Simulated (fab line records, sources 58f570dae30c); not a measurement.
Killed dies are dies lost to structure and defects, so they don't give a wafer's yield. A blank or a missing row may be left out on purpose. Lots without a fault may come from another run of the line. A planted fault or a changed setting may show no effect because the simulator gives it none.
Which tool did it? | flow berkeley_cmos170 | 14 lots, 42 wafers sampled, at 5 steps of a route of 331

WHAT THE GAUGES READ, wafer by wafer
UCB170_M3_CD_MEAS_15: target cd 700 nm. Usual: cd_nm 699.9 nm, standard deviation 1.3.
lot  | measured     | on        | cd_nm (nm)        | flag
L108 | day 7 06:04  | cd_sem-02 | 698.5 700.4 700.4 |
L111 | day 8 11:38  | cd_sem-02 | 701.6 702.4 700.2 |
L110 | day 8 11:45  | cd_sem-02 | 700.8 700.3 701.2 |
L113 | day 8 11:56  | cd_sem-01 | 700.1 699.9 699.7 |
L112 | day 8 12:11  | cd_sem-02 | 699.8 698.5 697.0 |
L115 | day 8 16:17  | cd_sem-01 | 697.7 697.8 696.9 |
L117 | day 9 04:05  | cd_sem-01 | 700.4 700.4 699.8 |
L118 | day 9 07:08  | cd_sem-01 | 697.8 699.0 697.6 |
L119 | day 9 14:56  | cd_sem-01 | 699.3 700.3 699.8 |
L124 | day 11 05:35 | cd_sem-02 | 701.1 701.3 700.2 |
L125 | day 11 05:50 | cd_sem-01 | 701.9 701.4 701.6 |
L126 | day 11 11:29 | cd_sem-01 | 702.2 701.3 700.9 |
L127 | day 11 21:23 | cd_sem-01 | 701.5 701.5 700.6 |
L128 | day 11 21:53 | cd_sem-02 | 700.1 702.4 700.7 |

UCB170_M3_OVL_MEAS_16. Usual: M3_OVL -2 nm, standard deviation 5.4.
lot  | measured     | on         | M3_OVL (nm) | flag
L108 | day 7 06:10  | overlay-01 | -4 -1 5     |
L111 | day 8 11:44  | overlay-02 | 1 8 10      |
L110 | day 8 11:51  | overlay-01 | -5 -6 -2    |
L113 | day 8 12:03  | overlay-02 | -8 -10 -12  |
L112 | day 8 12:18  | overlay-02 | -10 -1 -3   |
L115 | day 8 16:23  | overlay-01 | 2 2 3       |
L117 | day 9 04:12  | overlay-01 | -8 -9 -13   |
L118 | day 9 07:16  | overlay-02 | -1 7 -3     |
L119 | day 9 15:03  | overlay-01 | -1 4 0      |
L124 | day 11 05:40 | overlay-02 | -3 -3 -11   |
L125 | day 11 05:55 | overlay-02 | 1 1 -4      |
L126 | day 11 11:35 | overlay-02 | -7 -8 -1    |
L127 | day 11 21:31 | overlay-02 | 5 -6 -4     |
L128 | day 11 22:00 | overlay-01 | 4 3 4       |

WHICH TOOL RAN EACH LOT (tool, then ch and the chambers of the sampled wafers, then the start)
lot  | UCB170_V2_ETCH_14                  | UCB170_V2_STRIP_15                   | UCB170_M3_STRIP_07
L108 | rie_diel-01 ch 1,3, day 7 01:34    | plasma_asher-01 ch 0,1, day 7 01:44  | plasma_asher-02 ch 1, day 7 03:24
L111 | rie_diel-01 ch 1,2,3, day 8 07:57  | plasma_asher-01 ch 0,1, day 8 08:10  | plasma_asher-04 ch 0,1, day 8 09:47
L110 | rie_diel-04 ch 0,3, day 8 08:13    | plasma_asher-02 ch 0,1, day 8 08:26  | plasma_asher-04 ch 0,1, day 8 10:11
L113 | rie_diel-02 ch 1,2,3, day 8 08:17  | plasma_asher-04 ch 0,1, day 8 08:28  | plasma_asher-02 ch 0,1, day 8 10:12
L112 | rie_diel-01 ch 2,3, day 8 09:01    | plasma_asher-01 ch 0,1, day 8 09:11  | plasma_asher-02 ch 0,1, day 8 10:52
L115 | rie_diel-01 ch 0,1,2, day 8 12:59  | plasma_asher-04 ch 0,1, day 8 13:10  | plasma_asher-02 ch 0,1, day 8 14:14
L117 | rie_diel-01 ch 0,2,3, day 9 01:40  | plasma_asher-02 ch 0,1, day 9 01:50  | plasma_asher-04 ch 0,1, day 9 02:50
L118 | rie_diel-01 ch 0,1,2, day 9 04:21  | plasma_asher-04 ch 0,1, day 9 04:32  | plasma_asher-02 ch 0,1, day 9 05:32
L119 | rie_diel-04 ch 0,1, day 9 12:11    | plasma_asher-04 ch 1, day 9 12:22    | plasma_asher-02 ch 0,1, day 9 13:22
L124 | rie_diel-02 ch 0,3, day 11 02:03   | plasma_asher-04 ch 0,1, day 11 02:16 | plasma_asher-04 ch 0,1, day 11 03:33
L125 | rie_diel-01 ch 1,2, day 11 02:10   | plasma_asher-02 ch 0,1, day 11 02:23 | plasma_asher-03 ch 0,1, day 11 03:50
L126 | rie_diel-04 ch 0,2, day 11 09:02   | plasma_asher-04 ch 0,1, day 11 09:15 | plasma_asher-03 ch 0,1, day 11 10:15
L127 | rie_diel-04 ch 0,1,3, day 11 18:39 | plasma_asher-01 ch 0,1, day 11 18:50 | plasma_asher-02 ch 0,1, day 11 19:50
L128 | rie_diel-02 ch 1,2, day 11 18:55   | plasma_asher-04 ch 0,1, day 11 19:06 | plasma_asher-04 ch 0,1, day 11 20:06
- UCB170_V2_ETCH_14: etches SiO2 in CHF3/CF4/Ar, stops on Al, target depth 1250 nm, time 291 s.
- UCB170_V2_STRIP_15: strips in O2.
- UCB170_M3_STRIP_07: strips in O2.

WHAT THE TOOLS THEMSELVES READ (means of the sampled wafers that have a number; where no wafer has one, the mark that the record gives instead)
UCB170_V2_ETCH_14. Usual: drypump_motor_current_A 5.6 A, standard deviation 0.49; oes_product_au 0.872 a.u., standard deviation 0.015; throttle_valve_pct 6.95 %, standard deviation 0.11.
lot  | tool        | drypump_motor_current_A (A) | oes_product_au (a.u.) | throttle_valve_pct (%) | flag
L108 | rie_diel-01 | 5.9                         | 0.882                 | 6.91                   |
L111 | rie_diel-01 | 5.7                         | 0.881                 | 6.95                   |
L110 | rie_diel-04 | 5.1                         | 0.880                 | 6.97                   |
L113 | rie_diel-02 | 5.8                         | 0.861                 | 6.96                   |
L112 | rie_diel-01 | 5.7                         | 0.883                 | 6.94                   |
L115 | rie_diel-01 | 5.6                         | 0.875                 | 6.91                   |
L117 | rie_diel-01 | 5.6                         | 0.873                 | 6.91                   |
L118 | rie_diel-01 | 5.6                         | 0.876                 | 6.92                   |
L119 | rie_diel-04 | 5.1                         | 0.882                 | 7.11                   |
L124 | rie_diel-02 | 5.5                         | 0.883                 | 6.99                   |
L125 | rie_diel-01 | 5.5                         | 0.881                 | 6.98                   |
L126 | rie_diel-04 | 5.3                         | 0.875                 | 7.04                   |
L127 | rie_diel-04 | 5.1                         | 0.884                 | 7.02                   |
L128 | rie_diel-02 | 6.2                         | 0.853                 | 6.87                   |

UCB170_V2_STRIP_15. Usual: drypump_motor_current_A 5.4 A, standard deviation 0.44; o2_flow_sccm 399.9 sccm, standard deviation 1.3; oes_product_au 0.722 a.u., standard deviation 0.0046; strip_time_to_endpoint_s 15.41 s, standard deviation 0.087.
lot  | tool            | drypump_motor_current_A (A) | o2_flow_sccm (sccm) | oes_product_au (a.u.) | strip_time_to_endpoint_s (s) | flag
L108 | plasma_asher-01 | 5.0                         | 400.3               | 0.725                 | 15.48                        |
L111 | plasma_asher-01 | 5.0                         | 400.4               | 0.722                 | 15.40                        |
L110 | plasma_asher-02 | 5.9                         | 400.4               | 0.724                 | 15.34                        |
L113 | plasma_asher-04 | 5.6                         | 400.5               | 0.723                 | 15.37                        |
L112 | plasma_asher-01 | 5.3                         | 399.1               | 0.724                 | 15.60                        |
L115 | plasma_asher-04 | 5.4                         | 400.1               | 0.720                 | 15.44                        |
L117 | plasma_asher-02 | 5.4                         | 400.4               | 0.726                 | 15.49                        |
L118 | plasma_asher-04 | 5.6                         | 400.1               | 0.723                 | 15.30                        |
L119 | plasma_asher-04 | 5.7                         | 400.8               | 0.725                 | 15.38                        |
L124 | plasma_asher-04 | 5.6                         | 400.2               | 0.721                 | 15.31                        |
L125 | plasma_asher-02 | 5.5                         | 400.3               | 0.720                 | 15.52                        |
L126 | plasma_asher-04 | 5.4                         | 399.8               | 0.719                 | 13.20                        | OFF
L127 | plasma_asher-01 | 5.0                         | 398.1               | 0.724                 | 13.28                        | OFF
L128 | plasma_asher-04 | 5.6                         | 400.1               | 0.719                 | 15.31                        |

UCB170_M3_STRIP_07. Usual: drypump_motor_current_A 5.6 A, standard deviation 0.57; o2_flow_sccm 400.1 sccm, standard deviation 1.3; oes_product_au 0.734 a.u., standard deviation 0.0043; strip_time_to_endpoint_s 21.96 s, standard deviation 0.074.
lot  | tool            | drypump_motor_current_A (A) | o2_flow_sccm (sccm) | oes_product_au (a.u.) | strip_time_to_endpoint_s (s) | flag
L108 | plasma_asher-02 | 4.9                         | 398.9               | 0.736                 | 21.91                        |
L111 | plasma_asher-04 | 5.4                         | 399.4               | 0.734                 | 21.84                        |
L110 | plasma_asher-04 | 5.4                         | 401.5               | 0.737                 | 22.04                        |
L113 | plasma_asher-02 | 5.9                         | 400.4               | 0.730                 | 21.99                        |
L112 | plasma_asher-02 | 5.5                         | 401.0               | 0.732                 | 21.96                        |
L115 | plasma_asher-02 | 5.4                         | 400.3               | 0.729                 | 21.88                        |
L117 | plasma_asher-04 | 5.6                         | 399.4               | 0.734                 | 21.97                        |
L118 | plasma_asher-02 | 5.9                         | 400.6               | 0.733                 | 21.91                        |
L119 | plasma_asher-02 | 5.4                         | 401.2               | 0.734                 | 21.95                        |
L124 | plasma_asher-04 | 5.4                         | 400.9               | 0.732                 | 22.00                        |
L125 | plasma_asher-03 | 5.9                         | 400.1               | 0.737                 | 21.89                        |
L126 | plasma_asher-03 | 5.9                         | 400.2               | 0.735                 | 22.02                        |
L127 | plasma_asher-02 | 5.9                         | 400.1               | 0.735                 | 21.98                        |
L128 | plasma_asher-04 | 5.6                         | 399.0               | 0.735                 | 21.96                        |

THE ANSWER, worked out from the rows above alone
Rule: a lot is off if the mean of its wafers that have a number lies more than 3 standard deviations from the usual mean. A lot without any number at a reading at which 4 lots or more have one is off too. The other lots that the step has rows for count as sound. The gauges are gone through in route order, then the tools' own readings, and for those a lot's mean is taken as printed above. The first step at which some lot is off is used, and at that step the reading that is off furthest; a lot without a number counts as furthest.
Off: L126, L127, at UCB170_V2_STRIP_15 (strip_time_to_endpoint_s).
A tool fits if, at that step or a process step before it, it ran every lot that is off, and no sound lot after the first of them. One fits: rie_diel-04 at UCB170_V2_ETCH_14. Its last sound lot is L119 (day 9 12:11), its first lot that is off L126 (day 11 09:02): a fault that began between those two fits.

WHAT THE SIMULATOR HAD PUT IN
Process parameter drift: rie_diel-04, from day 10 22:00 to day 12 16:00, at UCB170_V2_ETCH_14. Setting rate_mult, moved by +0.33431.
Lots struck among those shown: L126, L127. The rule above found the same.
